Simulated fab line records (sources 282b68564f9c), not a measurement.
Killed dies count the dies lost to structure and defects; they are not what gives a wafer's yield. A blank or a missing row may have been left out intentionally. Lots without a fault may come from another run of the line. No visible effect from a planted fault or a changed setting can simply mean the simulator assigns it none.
Which tool did it? | flow ritCmos | 15 lots with 45 wafers sampled at 2 steps, on a route of 202 steps

== WHAT THE GAUGES SHOWED, per wafer ==
The record lacks any reading of a measuring or inspecting step that a usual standard deviation could be used to judge.

== TOOL THAT RAN EACH LOT (tool first, then ch and the chambers of the sampled wafers, then the start) ==
lot  | RIT_M1_HARDBAKE_11              | RIT_M1_PROBE_99
L340 | lithoTrack-03 ch 0, day 3 13:05 | prober-02, day 3 15:36
L341 | lithoTrack-01 ch 0, day 3 18:10 | -
L342 | lithoTrack-04 ch 0, day 3 22:29 | -
L343 | lithoTrack-03 ch 0, day 4 07:37 | -
L345 | lithoTrack-01 ch 0, day 4 16:19 | -
L347 | lithoTrack-01 ch 0, day 5 02:55 | -
L351 | lithoTrack-03 ch 0, day 6 00:56 | -
L353 | lithoTrack-04 ch 0, day 6 06:01 | prober-01, day 6 08:31
L355 | lithoTrack-01 ch 0, day 6 16:38 | -
L356 | lithoTrack-01 ch 0, day 6 21:09 | -
L357 | lithoTrack-01 ch 0, day 7 06:54 | prober-01, day 7 09:25
L358 | lithoTrack-01 ch 0, day 7 14:40 | prober-02, day 7 17:11
L360 | lithoTrack-03 ch 0, day 7 21:38 | -
L361 | lithoTrack-04 ch 0, day 8 06:05 | -
L362 | lithoTrack-04 ch 0, day 8 18:11 | -
- RIT_M1_HARDBAKE_11: time 120 s.
- RIT_M1_PROBE_99

== WHAT THE TOOLS THEMSELVES READ (means of the sampled wafers that have a number; where no wafer has one, the mark that the record gives instead) ==
RIT_M1_HARDBAKE_11. Usual: heaterPowerTotalW 52.04 W, standard deviation 0.061; plateTempC 140.00 C, standard deviation 0.15.
lot  | tool          | heaterPowerTotalW (W) | plateTempC (C) | flag
L340 | lithoTrack-03 | 52.00                 | 140.09         | 
L341 | lithoTrack-01 | 52.01                 | 139.74         | 
L342 | lithoTrack-04 | 52.02                 | 140.13         | 
L343 | lithoTrack-03 | 52.04                 | 139.93         | 
L345 | lithoTrack-01 | 52.09                 | 139.81         | 
L347 | lithoTrack-01 | 52.08                 | 140.08         | 
L351 | lithoTrack-03 | 52.09                 | 139.95         | 
L353 | lithoTrack-04 | 52.07                 | 140.03         | 
L355 | lithoTrack-01 | 52.03                 | 139.88         | 
L356 | lithoTrack-01 | 52.54                 | 141.12         | OFF
L357 | lithoTrack-01 | 52.51                 | 140.94         | OFF
L358 | lithoTrack-01 | 52.56                 | 140.95         | OFF
L360 | lithoTrack-03 | 52.08                 | 140.08         | 
L361 | lithoTrack-04 | 52.00                 | 140.16         | 
L362 | lithoTrack-04 | 52.10                 | 139.92         | 

RIT_M1_PROBE_99. Usual: defectLimitedYield 97.4 %, standard deviation 1.1; killed_at_M0_to_M3 0.0, standard deviation 0.12; killedAtContacts 0.1, standard deviation 0.24; killedAtFrontEnd 6.7, standard deviation 2.9; killedDies 6.8, standard deviation 2.9; killedOpen 3.5, standard deviation 2; killedShort 3.2, standard deviation 1.9; sort_bin_3_pad_short 0.1 %, standard deviation 0.22; sort_bin_5_function 1.4 %, standard deviation 0.82; sort_bin_6_memory 1.0 %, standard deviation 0.64; sortNPass 257.2, standard deviation 2.9; sortYieldPct 97.4 %, standard deviation 1.1.
lot  | tool      | defectLimitedYield (%) | killed_at_M0_to_M3 | killedAtContacts | killedAtFrontEnd | killedDies | killedOpen | killedShort | sort_bin_3_pad_short (%) | sort_bin_5_function (%) | sort_bin_6_memory (%) | sortNPass | sortYieldPct (%) | flag
L340 | prober-02 | 96.3                   | 0.0                | 0.0              | 9.7              | 9.7        | 3.7        | 6.0         | 0.3                      | 2.0                     | 1.4                   | 254.3     | 96.3             | 
L353 | prober-01 | 98.2                   | 0.0                | 0.0              | 4.7              | 4.7        | 1.7        | 3.0         | 0.1                      | 1.3                     | 0.4                   | 259.3     | 98.2             | 
L357 | prober-01 | 97.2                   | 0.0                | 0.0              | 7.3              | 7.3        | 4.3        | 3.0         | 0.1                      | 1.9                     | 0.8                   | 256.7     | 97.2             | 
L358 | prober-02 | 98.1                   | 0.0                | 0.0              | 5.0              | 5.0        | 2.7        | 2.3         | 0.3                      | 1.0                     | 0.6                   | 259.0     | 98.1             | 

== THE ANSWER, worked out from the rows above alone ==
Rule: lot off if the mean of its wafers having a number is beyond 3 standard deviations from the usual mean. Also off: a lot with no number at a reading for which 4 or more lots have one. All remaining lots with rows at the step are treated as sound. Order of review: gauges by route order, followed by the tools' own readings, for which a lot's mean as printed above is used. The first step at which some lot is off is used, and at that step the reading that is off furthest; a lot without a number counts as furthest.
Off at RIT_M1_HARDBAKE_11 (heaterPowerTotalW): L356, L357, L358.
A tool fits if, at that step or a process step before it, it ran every lot that is off, and no sound lot after the first of them. One fits: RIT_M1_HARDBAKE_11 on lithoTrack-01. Its last sound lot is L355 (day 6 16:38), its first lot that is off L356 (day 6 21:09): a fault that began between those two fits.
The tool's own readings at RIT_M1_HARDBAKE_11 bear it out: on the lots that are off they differ by more than 5 times the standard deviation of the sound lots' means. heaterPowerTotalW reads 52.54 W there against 52.05 W on the sound lots; plateTempC reads 141.00 C there against 139.98 C on the sound lots.

== WHAT THE SIMULATOR PUT IN ==
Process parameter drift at RIT_M1_HARDBAKE_11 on lithoTrack-01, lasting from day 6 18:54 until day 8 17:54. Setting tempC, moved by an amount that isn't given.
Shown lots that were struck: L356, L357, L358. The rule above found the same.
